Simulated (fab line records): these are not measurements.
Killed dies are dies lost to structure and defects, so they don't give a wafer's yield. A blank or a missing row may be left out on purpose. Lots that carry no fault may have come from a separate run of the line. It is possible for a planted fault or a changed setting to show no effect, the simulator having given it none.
8D (eight disciplines) problem report, filled in by code | flow berkeley cmos170 | the parts of the form that need people (team, actions taken, sign-off) are left out

## 1. PROBLEM STATEMENT
Wafers without a fault read 0.999 a.u., standard deviation 0.018; oes product au at UCB170_M2_ETCH_17 reads a mean of 0.732 a.u. on 2 wafers belonging to 2 lots. That puts it -15 standard deviations away from the usual mean.
The step: etches BARC in N2/H2.
First seen on wafer L757.1, day 11 06:27, on rie diel-02. The record holds 16 wafers of 6 lots with a number at this step. Rule for "out" (also "out of limits"): further than 4 standard deviations from the usual mean. The other wafers with a number count as sound.

## 2. WHAT IT IS AND WHAT IT IS NOT
question                    | is                | is not
which readings at this step | oes product au    | drypump motor current A, throttle valve pct
which lots                  | L757, L758        | L747, L755, L762, L763
which wafers of those lots  | L757.1, L758.3    | L757.2, L757.4
read on which tools         | rie diel-02       | rie diel-04
when                        | from day 11 06:27 | up to then (8 sound wafers); but 6 sound wafers of L762, L763 came after

## 3. SUSPECTS, AND WHAT RULES EACH OUT
Counting: if a tool at a process step up to the reading ran every lot that is out, it stays a suspect. Sound lots after the first of them don't rule it out here, since some wafers of a struck lot are sound.
- rie diel-02 at UCB170_M2_ETCH_17 (etches BARC in N2/H2): kept. Every lot that is out went through it, the first being L757 (day 11 06:27); the last sound lot it ran before that was L755 (day 11 06:01). Its own readings are out on those wafers: oes product au.
- In rie diel-02 at UCB170_M2_ETCH_17, the wafers that are out were processed in chamber 2 and their sound lot-mates in chambers 1, 3.
After counting, what remains is rie diel-02 at UCB170_M2_ETCH_17.

## 4. THE CAUSE (what the simulator had put in)
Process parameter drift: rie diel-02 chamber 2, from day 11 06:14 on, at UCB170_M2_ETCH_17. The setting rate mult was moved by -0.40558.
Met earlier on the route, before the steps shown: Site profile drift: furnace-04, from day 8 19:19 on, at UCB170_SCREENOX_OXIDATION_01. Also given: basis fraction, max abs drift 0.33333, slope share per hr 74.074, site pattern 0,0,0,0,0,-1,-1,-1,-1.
After counting, this tool was the only one left.

## 5. SEQUENCE OF EFFECTS, ordered by route
Each row: a reading whose mean over the struck wafers that have a number lies more than 3 standard deviations from the usual. Scope: only readings with a usual standard deviation given in the record; hours: median across lots of the time from each lot's start at the first step in this table that gives one to its start at this step; sigmas: change in usual standard deviations.
hours | step              | reading        | usual      | on struck wafers | change | sigmas
0     | UCB170_M2_ETCH_17 | oes product au | 0.999 a.u. | 0.732            | -0.267 | -15
It contains these process steps:
- UCB170_M2_ETCH_17: etches BARC in N2/H2.

## 6. WHAT WOULD HAVE CAUGHT IT SOONER
The fault began at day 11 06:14; the first out-of-limits reading in this record came at day 11 06:27, 0 hours later.
